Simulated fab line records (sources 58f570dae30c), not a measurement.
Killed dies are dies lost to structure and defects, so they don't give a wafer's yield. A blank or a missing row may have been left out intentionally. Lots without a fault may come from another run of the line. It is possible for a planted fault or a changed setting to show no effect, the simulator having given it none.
Struck lot and sound lot, side by side    flow berkeleyCmos170    14 steps out of a route of 331
Sound: the wafers L800.1, L800.2, L800.3. Wafers struck: L804.1, L804.3, L804.4. At the end, the cause is stated.
Each step with rows lists, per side, the tool, then ch with its chambers, then its first start. Under that, the readings that differ: sound wafers    struck wafers    difference of the means    sigmas: that difference in standard deviations of wafers without a fault.
alike: words and numbers the same on both sides, and readings whose means are apart by under 2 such deviations; not compared: readings that were withheld, readings missing a value for some wafer, numbers with overlapping values and no deviation given by the record, and bounds like >300 which may hide the same value.
Wherever a step has rows on one side only, a row that says differs or no value, or a row with sigmas, the two part there. When numbers do not overlap yet have no deviation, they are printed without sigmas and do not part them. Lack of a reading on every wafer of one side parts them only where that side has two or more wafers.

first, 6 steps without rows for these wafers: UCB170_M2_COAT_09; UCB170_M2_COAT_10 (resist thk 900 nm); UCB170_M2_SOFTBAKE_11 (time 60 s); UCB170_M2_EXPOSE_12 (exposes mask METAL2, target cd 700 nm); UCB170_M2_PEB_13; UCB170_M2_DEVELOP_14 (develop time 45 s).
UCB170_M2_CD_MEAS_15 targets a cd of 700 nm.
  sound: cdSem-01 at day 9 15:24; struck: cdSem-02 at day 10 04:26
reading    sound              struck             difference  sigmas
cdNm (nm)  698.1 699.1 698.3  701.7 701.5 700.7  +2.8        +2
UCB170_M2_OVL_MEAS_16:
  sound: overlay-01 at day 9 15:31; struck: overlay-02 at day 10 04:34
  alike: M2_OVL
UCB170_M2_ETCH_17: etches BARC in N2/H2.
  sound on rieDiel-01 ch 1,2,3, day 9 15:34; struck on rieDiel-03 ch 0,1,3, day 10 04:36
  alike: drypumpMotorCurrentA, oesProductAu, throttleValvePct
UCB170_M2_METAL_ETCH_18: etches Al in Cl2/BCl3, stops on SiO2, target depth 1170 nm, time 195 s.
  sound on rieMetal-03 ch 0,1, day 9 15:36; struck on rieMetal-02 ch 1, day 10 04:38
  alike: drypumpMotorCurrentA, oesProductAu, throttleValvePct
  not compared: rfHoursCounterH
UCB170_M2_STRIP_19: strips in O2.
  sound on plasmaAsher-01 ch 0,1, day 9 15:47; struck on plasmaAsher-03 ch 0,1, day 10 05:01
  alike: drypumpMotorCurrentA, oesProductAu
  not compared: rfHoursCounterH
UCB170_M2_CD_MEAS_90 targets a cd of 700 nm.
  sound: cdSem-02 at day 9 15:53; struck: cdSem-02 at day 10 05:07
  alike: cdNm
UCB170_V2_CVD_00: deposits SiO2 from TEOS/O2, target thk 2000 nm, time 250 s.
  sound on pecvd-01 ch 0,1,2, day 9 16:01; struck on pecvd-03 ch 0,1,2, day 10 05:14
  no value came back on the struck wafers for heaterPowerW (W), pressureMtorr (mTorr); on the sound wafers heaterPowerW (W) reads 280 199 176
UCB170_M3_PROBE_99:
  sound wafers here have rows in the record (prober-02, day 9 21:28); struck ones have none

WHERE THEY PART
Last at UCB170_M3_PROBE_99 as far as this record goes, first at UCB170_M2_CD_MEAS_15.

WHY: whatever the simulator had introduced
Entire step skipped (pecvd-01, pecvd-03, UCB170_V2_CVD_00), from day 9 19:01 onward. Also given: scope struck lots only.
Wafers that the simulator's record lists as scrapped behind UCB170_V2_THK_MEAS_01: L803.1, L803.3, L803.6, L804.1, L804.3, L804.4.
